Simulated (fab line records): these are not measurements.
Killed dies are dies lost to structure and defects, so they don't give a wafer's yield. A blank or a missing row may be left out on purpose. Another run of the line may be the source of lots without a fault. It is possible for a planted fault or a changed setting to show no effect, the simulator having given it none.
Which tool is to blame?	flow berkeley cmos170	Sampling: 13 lots, 39 wafers, 4 of 331 route steps

== WHAT EACH GAUGE READ, for each wafer ==
UCB170_GATE_OVL_MEAS_13. Usual: GATE_OVL gives -3 nm (standard deviation 6).
lot	measured	on	GATE_OVL (nm)	flag
L442	day 7 15:16	overlay-02	-5 -8 -8	
L443	day 8 02:13	overlay-02	3 0 5	
L444	day 8 02:33	overlay-02	-9 -6 0	
L445	day 8 02:26	overlay-01	-6 -10 -14	
L447	day 8 17:01	overlay-01	1 0 -8	
L448	day 8 17:04	overlay-02	-6 0 -11	
L449	day 9 01:13	overlay-02	-14 -12 -12	
L455	day 10 03:19	overlay-02	0 -9 0	
L456	day 10 17:00	overlay-02	-6 0 -7	
L458	day 11 03:49	overlay-02	4 6 6	
L459	day 11 03:05	overlay-01	3 -4 1	
L464	day 12 13:35	overlay-01	-20 -10 -4	
L465	day 12 16:53	overlay-01	2 1 10	

UCB170_CONTACT_CD_MEAS_15: target cd 700 nm. Usual: cd nm 700.6 nm, standard deviation 1.3.
lot	measured	on	cd nm (nm)	flag
L442	day 8 12:47	cd sem-02	702.2 701.8 700.4	
L443	day 8 23:37	cd sem-01	698.8 698.5 699.1	
L444	day 9 00:13	cd sem-01	701.4 700.0 701.3	
L445	day 8 23:20	cd sem-02	700.7 701.1 700.8	
L447	day 9 15:49	cd sem-01	700.6 700.3 702.1	
L448	day 9 15:29	cd sem-02	699.4 700.7 699.1	
L449	day 10 02:16	cd sem-02	697.8 698.6 699.4	
L455	day 11 03:10	cd sem-02	698.8 697.8 700.3	
L456	day 11 17:12	cd sem-02	701.6 702.6 700.9	
L458	day 12 03:03	cd sem-02	700.2 701.3 699.9	
L459	day 12 03:31	cd sem-01	700.8 700.2 698.9	
L464	day 13 14:37	cd sem-02	702.0 702.3 702.0	
L465	day 13 16:38	cd sem-02	699.9 700.6 700.5	

UCB170_CONTACT_OVL_MEAS_16. Usual: CONTACT_OVL gives 4 nm (standard deviation 5.1).
lot	measured	on	CONTACT_OVL (nm)	flag
L442	day 8 12:54	overlay-02	10 10 9	
L443	day 8 23:43	overlay-02	2 1 2	
L444	day 9 00:20	overlay-01	9 4 6	
L445	day 8 23:28	overlay-01	5 5 5	
L447	day 9 15:53	overlay-01	-5 2 11	
L448	day 9 15:36	overlay-02	-3 3 6	
L449	day 10 02:21	overlay-02	8 10 1	
L455	day 11 03:16	overlay-01	19 10 8	
L456	day 11 17:18	overlay-01	7 5 -2	
L458	day 12 03:10	overlay-01	8 9 6	
L459	day 12 03:37	overlay-01	10 14 12	
L464	day 13 14:44	overlay-01	1 0 7	
L465	day 13 16:46	overlay-02	-1 -1 1	

== WHICH TOOL RAN EACH LOT (tool, then ch and the chambers of the sampled wafers, then the start) ==
lot	UCB170_NWELL_EXPOSE_09
L442	krf scanner-02 ch 0, day 2 13:54
L443	krf scanner-01 ch 0, day 2 20:56
L444	krf scanner-01 ch 0, day 3 03:56
L445	krf scanner-02 ch 0, day 3 04:11
L447	krf scanner-01 ch 0, day 3 11:40
L448	krf scanner-02 ch 0, day 3 11:51
L449	krf scanner-02 ch 0, day 4 05:43
L455	krf scanner-01 ch 0, day 5 00:35
L456	krf scanner-01 ch 0, day 5 09:06
L458	krf scanner-01 ch 0, day 5 19:03
L459	krf scanner-01 ch 0, day 6 04:39
L464	krf scanner-01 ch 0, day 7 07:32
L465	krf scanner-01 ch 0, day 7 18:46
- UCB170_NWELL_EXPOSE_09: exposes mask NWELL, target cd 3000 nm.

== AS READ BY THE TOOLS THEMSELVES (means over the sampled wafers that have a number; for cases with no such wafer, the mark the record gives instead) ==
UCB170_NWELL_EXPOSE_09. Usual: exposure dose mJ cm2 25.002, standard deviation 0.026; reticle temp C 23.01 C, standard deviation 0.11.
lot	tool	exposure dose mJ cm2	reticle temp C (C)	flag
L442	krf scanner-02	24.991	22.94	
L443	krf scanner-01	24.991	23.04	
L444	krf scanner-01	25.021	22.87	
L445	krf scanner-02	24.996	23.07	
L447	krf scanner-01	25.010	23.03	
L448	krf scanner-02	30.718	23.01	OFF
L449	krf scanner-02	30.753	23.14	OFF
L455	krf scanner-01	24.970	23.00	
L456	krf scanner-01	24.982	22.91	
L458	krf scanner-01	25.007	23.10	
L459	krf scanner-01	25.005	23.00	
L464	krf scanner-01	25.022	23.02	
L465	krf scanner-01	25.016	22.99	

== THE ANSWER, worked out from the rows above alone ==
Rule: a lot is off if the mean of its wafers that have a number lies more than 3 standard deviations from the usual mean. A lot without any number at a reading at which 4 lots or more have one is off too. The other lots that the step has rows for count as sound. After the gauges, taken in route order, come the tools' own readings; for these a lot's mean is taken, as printed above. At the first step where some lot is off, the reading lying furthest off is the one used; lots without a number count as furthest.
Off at UCB170_NWELL_EXPOSE_09 (exposure dose mJ cm2): L448, L449.
If a tool, at that step or one of the process steps before it, ran each lot that is off and ran no sound lot following the first of them, it fits. One candidate fits, namely krf scanner-02 at UCB170_NWELL_EXPOSE_09. Its last sound lot is L445 (day 3 04:11), its first lot that is off L448 (day 3 11:51): a fault that began between those two fits.
The tool's own readings at UCB170_NWELL_EXPOSE_09 bear it out: on the lots that are off they differ by more than 5 times the standard deviation of the sound lots' means. exposure dose mJ cm2 reads 30.736 there against 25.001 on the sound lots.

== WHAT THE SIMULATOR HAD INSERTED ==
Drift in process parameters on krf scanner-02 at UCB170_NWELL_EXPOSE_09, starting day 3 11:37. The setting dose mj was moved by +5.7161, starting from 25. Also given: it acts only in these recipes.
Lots struck among those shown: L448, L449. The rule above found the same.
